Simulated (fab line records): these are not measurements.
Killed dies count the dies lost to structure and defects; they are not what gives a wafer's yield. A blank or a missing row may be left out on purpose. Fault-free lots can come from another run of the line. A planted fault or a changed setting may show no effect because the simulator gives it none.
Problem report, 8D (eight disciplines) form, completed by code + flow rit-cmos + the parts of the form that need people (team, actions taken, sign-off) are left out

1. THE PROBLEM
NLDD_TW at RIT_NLDD_TW_MEAS_10 reads a mean of 2186 on 6 wafers of 2 lots; wafers without a fault read 2472 with a standard deviation of 31. Measured from the usual mean, that is -9.2 standard deviations.
The first sign was on wafer L116.2 at day 5 15:41, on film-metro-04. Wafers with a number at this step in the record: 42, from 14 lots. Rule for "out" (also "out of limits"): further than 4 standard deviations from the usual mean. The rest of the wafers with a number are treated as sound.

2. WHAT IT IS, WHAT IT ISN'T
| question                    | is                           | is not                                                                                       |
|-----------------------------|------------------------------|----------------------------------------------------------------------------------------------|
| which readings at this step | NLDD_TW                      | -                                                                                            |
| which lots                  | L116, L117                   | L103, L104, L106, L107, L108, L109, L110, L120, L121, L122, L125, L126                       |
| which wafers of those lots  | all that have a number       | -                                                                                            |
| read on which gauges        | film-metro-01, film-metro-04 | film-metro-02                                                                                |
| when                        | from day 5 15:41             | up to then (21 sound wafers); but 15 sound wafers of L120, L121, L122, L125, L126 came after |

3. WHAT RULES OUT EACH SUSPECT
Counting: a tool at any process step up to the reading remains a suspect when it ran all the lots that are out and ran no sound lot after the first of those.
- ruled out: the gauge at RIT_NLDD_TW_MEAS_10. The wafers that are out were read on 2 gauges (film-metro-01, film-metro-04).
- implanter-04 at RIT_NLDD_IMPLANT_08: kept. All lots that are out passed through it, beginning with L116 at day 5 15:23, and no sound lot followed; its final sound lot before that point was L110 at day 4 12:58. Its own dose-ions-cm2, faraday-current-uA readings are out on those wafers.
After counting, what remains is implanter-04 at RIT_NLDD_IMPLANT_08.

4. THE CAUSE (what the simulator had put in)
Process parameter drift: implanter-04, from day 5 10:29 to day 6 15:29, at RIT_NLDD_IMPLANT_08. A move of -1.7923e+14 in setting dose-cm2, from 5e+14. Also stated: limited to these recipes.
Counting left only this tool.

5. THE EFFECT CHAIN, in route order
Rows list readings where the struck wafers' mean (over those with a number) sits beyond 3 standard deviations from the usual. Readings are gone through only where the record gives a usual standard deviation; hours: the median, over the lots, of the time from a lot's start at the first step in this table giving one to that lot's start at this step; sigmas: the change measured in usual standard deviations.
| hours | step                    | reading            | usual        | on struck wafers | change | sigmas      |
|-------|-------------------------|--------------------|--------------|------------------|--------|-------------|
| 0     | RIT_NLDD_IMPLANT_08     | dose-ions-cm2      | 5e+14        | 3e+14            | -2e+14 | -99 or more |
| 0     | RIT_NLDD_IMPLANT_08     | faraday-current-uA | 1573         | 1008             | -565   | -18         |
| 0     | RIT_NLDD_TW_MEAS_10     | NLDD_TW            | 2472         | 2186             | -286   | -9.2        |
| 9     | RIT_SDANNEAL_RS_MEAS_07 | NLDD_RS            | 151.8 ohm/sq | 217.2            | +65.4  | +99 or more |
Process steps it contains:
- RIT_NLDD_IMPLANT_08

6. WHAT WOULD HAVE CAUGHT IT SOONER
In this record the first reading out of limits at a measuring or inspecting step was taken at day 5 15:41, 5 hours after the fault began at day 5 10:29.
Tool's own readings at RIT_NLDD_IMPLANT_08, dose-ions-cm2, faraday-current-uA: out on all struck wafers the step has rows for; an alarm limit on them would have tripped on the first.
Lots out: 2; of these, L117 started RIT_NLDD_IMPLANT_08 on implanter-04 after day 5 15:41. Putting the tool on hold at that point would have spared it.
